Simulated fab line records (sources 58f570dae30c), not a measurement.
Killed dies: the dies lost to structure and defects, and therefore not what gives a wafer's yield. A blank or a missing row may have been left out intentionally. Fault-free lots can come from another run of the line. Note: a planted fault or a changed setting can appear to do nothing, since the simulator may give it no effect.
fab line records | flow berkeley-cmos170 | part 2 of 2: steps 30 to 40 of 40
[record] lots = 5 | wafers = 15 | last-day = 11
route steps=331 shown M1@242 V1@254 M2@271
lots that met no fault: from a run of the same line without faults
start-h: the number of hours between the record's first day and the start of the first shown wafer of the lot | wait-h: how many hours have passed since the lot's step before this one | " as in the row above | L1.1+2: several wafers, shown together as one row | - no value, or no start was given | * or withheld: withheld | < > ~ a bound
route shown NAME@n: names a module that has steps shown in the file, with the first one's number in the route | usual: average and standard deviation across the fault-free wafers | same: alike in all rows | chamber/n: place in a boat | sites: the reading at each site | _std_site: the values' standard deviation | _edge_site: the outer-site mean with the inner-site mean subtracted | radius-mm: for every site, how far away it sits from the centre of the wafer | mask NAME#n: copy n | behind: the tool/chamber that last shaped the wafer | hold: why the lot was held/for how many hours/how that ended | device: which transistor (n, p or np) failed to switch | end of line: the tests these same wafers got at the end of their route | where a step has no rows: the recipe by itself | killed: not the wafer's yield, but the dies lost to structure and defects at the first sort | map: a wafer's dies, marking killed ones x, the rest . and places with no die _
set.NAME: the setting as run; set.NAME@STEP: as run at that earlier step | model.NAME: the simulator's own value behind a step, which no gauge read
lots at some steps of the route; a table a step, a row a wafer
services: from which hour (start-h, from the record's first day; less than 0 if before it) a tool's chamber was out of use, for how many hours, and why
[[steps]]
[step UCB170_M2_PRE_CLEAN_00]
[recipe] gas = Ar | preclean-etch-time-s = 60
[same] preclean-etch-time-s = 60
lot.wafer  | tool           | chamber | start-h | wait-h
L074.3+4+5 | pvd-sputter-03 | -       | 148.94  | 0.1
L084.2+3+4 | pvd-sputter-03 | -       | 204.62  | 0.1
L088.2+3+5 | pvd-sputter-03 | -       | 242.07  | 0.1
L089.1+3+5 | pvd-sputter-03 | -       | 246.02  | 0.1
L090.3+4+5 | pvd-sputter-03 | -       | 246.57  | 0.1
[step UCB170_M2_SPUTTER_01]
[recipe] material = Al | target-thk-nm = 900 | time-s = 120 | power-w = 6000 | chamber-pressure-pa = 0.5
[usual] throttle-valve-pct = 29.7/0.95
lot.wafer | tool           | chamber | start-h | wait-h | throttle-valve-pct
L074.3    | pvd-sputter-03 | -       | 149.01  | 0.0    | 30.2
L074.4    | "              | -       | "       | "      | 28.1
L074.5    | "              | -       | "       | "      | 28.3
L084.2    | pvd-sputter-03 | -       | 204.69  | 0.0    | 28.9
L084.3    | "              | -       | "       | "      | 28.3
L084.4    | "              | -       | "       | "      | 28.3
L088.2    | pvd-sputter-03 | -       | 242.14  | 0.0    | 28.3
L088.3    | "              | -       | "       | "      | 30.2
L088.5    | "              | -       | "       | "      | 29.2
L089.1    | pvd-sputter-03 | -       | 246.09  | 0.0    | 29.9
L089.3    | "              | -       | "       | "      | 29.4
L089.5    | "              | -       | "       | "      | 28.2
L090.3    | pvd-sputter-03 | -       | 246.64  | 0.0    | 29.2
L090.4    | "              | -       | "       | "      | 28.4
L090.5    | "              | -       | "       | "      | 29.1
[step UCB170_M2_RS_MEAS_02]
[recipe] thk-meas-gauge = four-point-probe | reads = Al_of_M2_SPUTTER_01
[usual] M2_AL_RS = 0.0322/0.00039
lot.wafer | tool          | chamber | start-h | wait-h | M2_AL_RS[ohm/sq]
L074.3    | film-metro-04 | -       | 149.13  | 0.1    | 0.0326
L074.4    | "             | -       | "       | "      | 0.0323
L074.5    | "             | -       | "       | "      | 0.0326
L084.2    | film-metro-03 | -       | 204.79  | 0.1    | 0.0323
L084.3    | "             | -       | "       | "      | 0.0328
L084.4    | "             | -       | "       | "      | 0.0322
L088.2    | film-metro-01 | -       | 242.24  | 0.1    | 0.0321
L088.3    | "             | -       | "       | "      | 0.0317
L088.5    | "             | -       | "       | "      | 0.0320
L089.1    | film-metro-04 | -       | 246.17  | 0.0    | 0.0322
L089.3    | "             | -       | "       | "      | 0.0323
L089.5    | "             | -       | "       | "      | 0.0319
L090.3    | film-metro-01 | -       | 246.76  | 0.1    | 0.0326
L090.4    | "             | -       | "       | "      | 0.0318
L090.5    | "             | -       | "       | "      | 0.0323
[step UCB170_M2_THK_MEAS_03]
[recipe] thk-meas-gauge = xrf | reads = Al_of_M2_SPUTTER_01
[usual] M2_AL_THK = 890/11
lot.wafer | tool          | chamber | start-h | wait-h | M2_AL_THK[nm]
L074.3    | film-metro-04 | -       | 149.23  | 0.1    | 884
L074.4    | "             | -       | "       | "      | 886
L074.5    | "             | -       | "       | "      | 886
L084.2    | film-metro-03 | -       | 204.90  | 0.1    | 889
L084.3    | "             | -       | "       | "      | 877
L084.4    | "             | -       | "       | "      | 886
L088.2    | film-metro-01 | -       | 242.35  | 0.1    | 896
L088.3    | "             | -       | "       | "      | 906
L088.5    | "             | -       | "       | "      | 900
L089.1    | film-metro-04 | -       | 246.29  | 0.1    | 892
L089.3    | "             | -       | "       | "      | 885
L089.5    | "             | -       | "       | "      | 894
L090.3    | film-metro-01 | -       | 246.86  | 0.1    | 877
L090.4    | "             | -       | "       | "      | 903
L090.5    | "             | -       | "       | "      | 887
[step UCB170_M2_HMDS_04]
[recipe] prime-time-s = 60 | prime-temp-c = 100
lot.wafer  | tool           | chamber | start-h | wait-h
L074.3+4+5 | litho-track-01 | 0       | 149.43  | 0.2
L084.2+3+4 | litho-track-04 | 0       | 205.27  | 0.4
L088.2+3+5 | litho-track-04 | 0       | 242.57  | 0.2
L089.1+3+5 | litho-track-04 | 0       | 246.88  | 0.6
L090.3+4+5 | litho-track-04 | 0       | 247.38  | 0.5
[step UCB170_M2_COAT_05]
[recipe] resist = KrF | spin-rpm = 1500 | resist-thk-nm = 917.8
[usual] spin-speed-rpm = 1500.2/0.98
lot.wafer | tool           | chamber | start-h | wait-h | spin-speed-rpm
L074.3    | litho-track-01 | 0       | 149.58  | 0.1    | 1499.4
L074.4    | "              | 0       | "       | "      | 1500.4
L074.5    | "              | 0       | "       | "      | 1500.3
L084.2    | litho-track-04 | 0       | 205.42  | 0.1    | 1500.0
L084.3    | "              | 0       | "       | "      | 1501.4
L084.4    | "              | 0       | "       | "      | 1498.3
L088.2    | litho-track-04 | 0       | 242.72  | 0.1    | 1501.1
L088.3    | "              | 0       | "       | "      | 1500.7
L088.5    | "              | 0       | "       | "      | 1499.8
L089.1    | litho-track-04 | 0       | 247.03  | 0.1    | 1499.1
L089.3    | "              | 0       | "       | "      | 1499.3
L089.5    | "              | 0       | "       | "      | 1501.7
L090.3    | litho-track-04 | 0       | 247.53  | 0.1    | 1499.6
L090.4    | "              | 0       | "       | "      | 1499.4
L090.5    | "              | 0       | "       | "      | 1499.3
[step UCB170_M2_SOFTBAKE_06]
[recipe] resist = KrF | temp-c = 130 | time-s = 60
lot.wafer  | tool           | chamber | start-h | wait-h
L074.3+4+5 | litho-track-01 | 0       | 149.73  | 0.1
L084.2+3+4 | litho-track-04 | 0       | 205.57  | 0.1
L088.2+3+5 | litho-track-04 | 0       | 242.87  | 0.1
L089.1+3+5 | litho-track-04 | 0       | 247.18  | 0.1
L090.3+4+5 | litho-track-04 | 0       | 247.68  | 0.1
[step UCB170_M2_STRIP_07]
[recipe] chemistry = O2 | power-w = 400 | pressure-mtorr = 3500 | platen-temp-c = withheld | o2-flow-sccm = 400 | overash-fraction = 0.5
[usual] drypump-motor-current-A = 5.5/0.33 | oes-product-au = 0.734/0.0048 | strip-time-to-endpoint-s = 22.42/0.064
[same] overash-fraction = 0.5
lot.wafer | tool            | chamber | start-h | wait-h | drypump-motor-current-A | oes-product-au | rf-hours-counter-h | strip-time-to-endpoint-s
L074.3    | plasma-asher-03 | 1       | 149.87  | 0.1    | 5.2                     | 0.727          | -                  | 22.39
L074.4    | "               | 0       | "       | "      | 5.9                     | 0.738          | -                  | 22.41
L074.5    | "               | 0       | "       | "      | 5.9                     | 0.739          | -                  | 22.44
L084.2    | plasma-asher-03 | 0       | 205.69  | 0.1    | 5.9                     | 0.735          | 45                 | 22.47
L084.3    | "               | 0       | "       | "      | 5.9                     | 0.732          | -                  | 22.46
L084.4    | "               | 1       | "       | "      | 5.1                     | 0.731          | -                  | 22.55
L088.2    | plasma-asher-04 | 1       | 243.00  | 0.1    | 5.4                     | 0.733          | 13                 | 22.28
L088.3    | "               | 1       | "       | "      | 5.4                     | 0.738          | -                  | 22.29
L088.5    | "               | 1       | "       | "      | 5.4                     | 0.739          | -                  | 22.29
L089.1    | plasma-asher-03 | 0       | 247.33  | 0.1    | 5.8                     | 0.736          | 50                 | 22.36
L089.3    | "               | 0       | "       | "      | 5.8                     | 0.730          | -                  | 22.41
L089.5    | "               | 0       | "       | "      | 5.9                     | 0.732          | -                  | 22.36
L090.3    | plasma-asher-01 | 0       | 247.82  | 0.1    | 5.0                     | 0.733          | -                  | 22.31
L090.4    | "               | 1       | "       | "      | 5.9                     | 0.740          | -                  | 22.32
L090.5    | "               | 1       | "       | "      | 5.9                     | 0.739          | -                  | 22.41
[step UCB170_M2_STRIP_08]
[recipe] chemistry = DMSO | temp-c = 80 | time-s = 600 | material = KrF
lot.wafer  | tool         | chamber | start-h | wait-h
L074.3+4+5 | wet-bench-01 | 0       | 150.59  | 0.7
L084.2+3+4 | wet-bench-01 | 2       | 208.72  | 3.0
L088.2+3+5 | wet-bench-03 | 1       | 243.29  | 0.3
L089.1+3+5 | wet-bench-03 | 0       | 247.43  | 0.1
L090.3+4+5 | wet-bench-03 | 0       | 247.88  | 0.0
[step UCB170_M2_COAT_09]
[recipe] resist = BARC | temp-c = withheld | time-s = withheld | spin-rpm = 3000 | resist-thk-nm = withheld
[usual] spin-speed-rpm = 3000.4/2
lot.wafer | tool           | chamber | start-h | wait-h | spin-speed-rpm
L074.3    | litho-track-03 | 0       | 151.22  | 0.5    | 2998.7
L074.4    | "              | 0       | "       | "      | 3002.7
L074.5    | "              | 0       | "       | "      | 3002.3
L084.2    | litho-track-03 | 0       | 208.92  | 0.0    | 2998.8
L084.3    | "              | 0       | "       | "      | 3001.4
L084.4    | "              | 0       | "       | "      | 3000.5
L088.2    | litho-track-01 | 0       | 243.49  | 0.0    | 3001.1
L088.3    | "              | 0       | "       | "      | 3002.7
L088.5    | "              | 0       | "       | "      | 3000.2
L089.1    | litho-track-01 | 0       | 247.89  | 0.3    | 3002.8
L089.3    | "              | 0       | "       | "      | 3001.9
L089.5    | "              | 0       | "       | "      | 3003.0
L090.3    | litho-track-03 | 0       | 248.59  | 0.5    | 3004.9
L090.4    | "              | 0       | "       | "      | 3000.9
L090.5    | "              | 0       | "       | "      | 3000.0
[step UCB170_M2_COAT_10]
[recipe] resist = KrF | spin-rpm = 1500 | resist-thk-nm = 900
[usual] spin-speed-rpm = 1500.1/1
lot.wafer | tool           | chamber | start-h | wait-h | spin-speed-rpm
L074.3    | litho-track-03 | 0       | -       | -      | 1499.1
L074.4    | "              | 0       | "       | "      | 1500.1
L074.5    | "              | 0       | "       | "      | 1500.0
L084.2    | litho-track-03 | 0       | -       | -      | 1499.7
L084.3    | "              | 0       | "       | "      | 1499.4
L084.4    | "              | 0       | "       | "      | 1499.8
L088.2    | litho-track-01 | 0       | -       | -      | 1498.9
L088.3    | "              | 0       | "       | "      | 1498.7
L088.5    | "              | 0       | "       | "      | 1500.6
L089.1    | litho-track-01 | 0       | -       | -      | 1499.1
L089.3    | "              | 0       | "       | "      | 1501.2
L089.5    | "              | 0       | "       | "      | 1499.5
L090.3    | litho-track-03 | 0       | -       | -      | 1501.1
L090.4    | "              | 0       | "       | "      | 1499.4
L090.5    | "              | 0       | "       | "      | 1500.3
[[services]]
tool            | chamber | start-h | hours | kind
cmp-01          | -       | 118.77  | 3.2   | pm
pecvd-01        | -       | 120.00  | 2.8   | pm
plasma-asher-04 | -       | 123.07  | 2.8   | pm
rie-diel-03     | 3       | 127.14  | 6.2   | repair
krf-scanner-02  | -       | 135.52  | 3.6   | pm
cmp-02          | -       | 145.77  | 5.7   | pm
krf-scanner-02  | -       | 145.82  | 1.3   | pm
rie-metal-04    | -       | 146.66  | 1.4   | pm
krf-scanner-02  | -       | 148.86  | 0.8   | pm
pvd-sputter-03  | -       | 152.73  | 2.7   | repair
krf-scanner-01  | -       | 152.99  | 0.8   | pm
krf-scanner-02  | -       | 153.74  | 1.0   | pm
pvd-sputter-03  | -       | 158.38  | 3.0   | repair
plasma-asher-03 | -       | 159.38  | 0.9   | repair
rie-metal-04    | 0       | 160.79  | 9.0   | repair
krf-scanner-02  | -       | 165.39  | 4.0   | pm
pecvd-01        | -       | 175.29  | 0.6   | repair
pecvd-01        | -       | 191.68  | 0.5   | repair
cmp-02          | -       | 192.00  | 2.5   | repair
rie-metal-04    | -       | 201.76  | 2.8   | pm
rie-diel-02     | 1       | 205.29  | 5.3   | repair
cmp-02          | -       | 215.88  | 5.0   | pm
krf-scanner-01  | -       | 228.59  | 1.0   | pm
rie-diel-03     | 2       | 233.33  | 3.2   | repair
